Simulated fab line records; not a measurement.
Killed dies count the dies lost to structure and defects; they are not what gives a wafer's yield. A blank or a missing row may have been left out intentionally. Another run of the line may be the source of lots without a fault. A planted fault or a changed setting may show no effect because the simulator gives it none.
Comparing a struck lot with a sound one    flow ritCmos    18 out of 202 route steps
Sound: wafers L732.1, L732.2, L732.6. The struck wafers were L749.1, L749.4, L749.6. The cause is given at the end.
At each step with rows: each side's tool, then ch and its chambers, then its first start. Under that, the readings that differ: sound wafers    struck wafers    difference of the means    sigmas: that difference in standard deviations of wafers without a fault.
alike: same words and numbers on both sides, and readings whose means sit less than 2 such deviations apart. not compared: any withheld reading, any reading some wafer has no value for, any bound like >300 that may hide the same value, and any number with overlapping values for which the record gives no deviation.
A row with sigmas, a row that says differs or no value, or rows on one side alone: a step with any of these is where the two part. Non-overlapping numbers with no deviation appear without sigmas and do not part them. A reading missing from all wafers of one side parts the sides only when that side holds two or more wafers.

first, 4 steps without rows for these wafers: RIT_NWELL_SOFTBAKE_02 (time 60 s); RIT_NWELL_EXPOSE_03 (exposes mask M2, target cd 43900 nm); RIT_NWELL_PEB_04; RIT_NWELL_DEVELOP_05 (develop time 68 s).
RIT_NWELL_OVL_MEAS_06:
  struck on overlay-01, day 5 09:23; sound on overlay-01, day 1 20:33
  alike: NWELL_OVL
then, 2 steps without rows for these wafers: RIT_NWELL_HARDBAKE_07 (time 120 s); RIT_NWELL_IMPLANT_08.
RIT_NWELL_STRIP_09: strips in O2, time 180 s.
  sound on plasmaAsher-01 ch 0,1, day 1 21:10; struck on plasmaAsher-04 ch 0,1, day 5 09:49
  alike: drypumpMotorCurrentA, rfReflPowerW
  not compared: rfHoursCounterH
RIT_NWELL_TW_MEAS_10:
  struck on filmMetro-04, day 5 10:00; sound on filmMetro-02, day 1 21:21
  alike: NWELL_TW
then, 3 steps without rows for these wafers: RIT_PWELL_HMDS_00 (prime time 60 s); RIT_PWELL_COAT_01 (resist thk 1300 nm); RIT_PWELL_SOFTBAKE_02 (time 60 s).
RIT_PWELL_EXPOSE_03: exposes mask M3, target cd 43700 nm.
  sound on ilineStepper-02 ch 0, day 1 21:52; struck on ilineStepper-01 ch 0, day 5 10:31
reading                      sound                    struck             difference  sigmas
model.PWELL.overlayXNm (nm)  -0.1355 -0.1355 -0.1355  361.1 361.1 361.1  +361.2      
  alike: mask, exposureDoseMJCm2
then, 2 steps without rows for these wafers: RIT_PWELL_PEB_04; RIT_PWELL_DEVELOP_05 (develop time 68 s).
RIT_PWELL_OVL_MEAS_06:
  struck on overlay-01, day 5 10:56; sound on overlay-01, day 1 22:17
reading         sound          struck             difference  sigmas
PWELL_OVL (nm)  0.5 -1.1 -1.7  362.4 362.3 362.2  +363.1      +99 or more
then, 1 step without rows for these wafers: RIT_PWELL_HARDBAKE_07 (time 120 s).
RIT_M1_PROBE_99:
  struck on prober-02, day 6 21:58; sound on prober-02, day 3 08:58
reading                              sound              struck             difference  sigmas
model.etest.wellEdgeLeft.lineOhmUm   183.3 180.2 182.7  216.5 215.6 218.5  +34.8       
model.etest.wellEdgeRight.lineOhmUm  182.3 185.9 182.9  164 161.2 164.7    -20         
model.etest.isoNwellNwell.bvV (V)    21.74 22.03 22.22  20.17 20.05 20.13  -1.88       
  alike: killedAtFrontEnd, killedDies, killedOnRim, killedOpen, killedShort
  not compared: model.etest.isoNplusNwell.lateralLog10AUm

== WHERE THEY PART ==
Only at RIT_PWELL_OVL_MEAS_06, within this record. Later steps at which nothing parts them and some readings are alike: RIT_M1_PROBE_99.

WHY: the cause the simulator had injected
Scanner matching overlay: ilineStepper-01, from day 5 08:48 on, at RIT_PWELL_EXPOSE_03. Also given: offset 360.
